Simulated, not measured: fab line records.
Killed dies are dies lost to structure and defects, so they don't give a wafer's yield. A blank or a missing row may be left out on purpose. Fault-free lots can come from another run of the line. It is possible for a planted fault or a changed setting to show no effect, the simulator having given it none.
Problem report in the 8D (eight disciplines) form, filled by code || flow rit_cmos || the parts of the form that need people (team, actions taken, sign-off) are left out

## 1. WHAT WENT WRONG
At RIT_PWELL_SOFTBAKE_02, run_length_s averages 87.41 s over 6 wafers from 2 lots, while fault-free wafers read 89.28 s, standard deviation 0.11. Measured from the usual mean, that is -17 standard deviations.
The step: time 60 s.
First seen on wafer L354.3, day 3 05:50, on litho_track-04. At this step, 42 wafers from 14 lots have a number in the record. Rule for "out", or "out of limits": more than 4 standard deviations from the usual mean. All remaining wafers that have a number are taken as sound.

## 2. WHAT THIS IS AND IS NOT
{"question": "which readings at this step", "is": "run_length_s, heater_power_total_W", "is not": "resist_line_temp_C"}
{"question": "which lots", "is": "L354, L355", "is not": "L348, L350, L351, L353, L356, L361, L362, L364, L365, L369, L370, L371"}
{"question": "which wafers of those lots", "is": "all that have a number", "is not": "-"}
{"question": "read on which tools", "is": "litho_track-04", "is not": "litho_track-01, litho_track-02"}
{"question": "when", "is": "from day 3 05:50", "is not": "up to then (12 sound wafers); but 24 sound wafers of L356, L361, L362, L364, L365, L369, L370, L371 came after"}

## 3. THE SUSPECTS, EACH WITH WHAT RULES IT OUT
Counting: a tool at a process step up to the reading stays a suspect if it ran every lot that is out and no sound lot after the first of them.
- litho_track-04 at RIT_PWELL_SOFTBAKE_02 (time 60 s): ruled out as a lasting fault. Following L354 (day 3 05:50), the first lot on it that is out, the sound lots L370 were run on it.
Left after counting: nothing in the record.

## 4. THE CAUSE (what the simulator had put in)
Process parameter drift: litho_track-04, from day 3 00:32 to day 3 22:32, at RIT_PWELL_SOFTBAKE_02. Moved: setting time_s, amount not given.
Counting ruled it out, wrongly.

## 5. THE EFFECT CHAIN, in route order
Each row: a reading whose mean over the struck wafers that have a number lies more than 3 standard deviations from the usual. Scope: only readings with a usual standard deviation given in the record; hours: median across lots of the time from each lot's start at the first step in this table that gives one to its start at this step; sigmas: change in usual standard deviations.
{"hours": 0, "step": "RIT_PWELL_SOFTBAKE_02", "reading": "heater_power_total_W", "usual": "34.56 W", "on struck wafers": 34.92, "change": "+0.36", "sigmas": "+7.4"}
{"hours": 0, "step": "RIT_PWELL_SOFTBAKE_02", "reading": "run_length_s", "usual": "89.28 s", "on struck wafers": 87.41, "change": -1.87, "sigmas": -17}
It contains these process steps:
- RIT_PWELL_SOFTBAKE_02: time 60 s.

## 6. HOW IT WOULD HAVE BEEN CAUGHT EARLIER
The fault began at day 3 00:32; the first out-of-limits reading in this record came at day 3 05:50, 5 hours later.
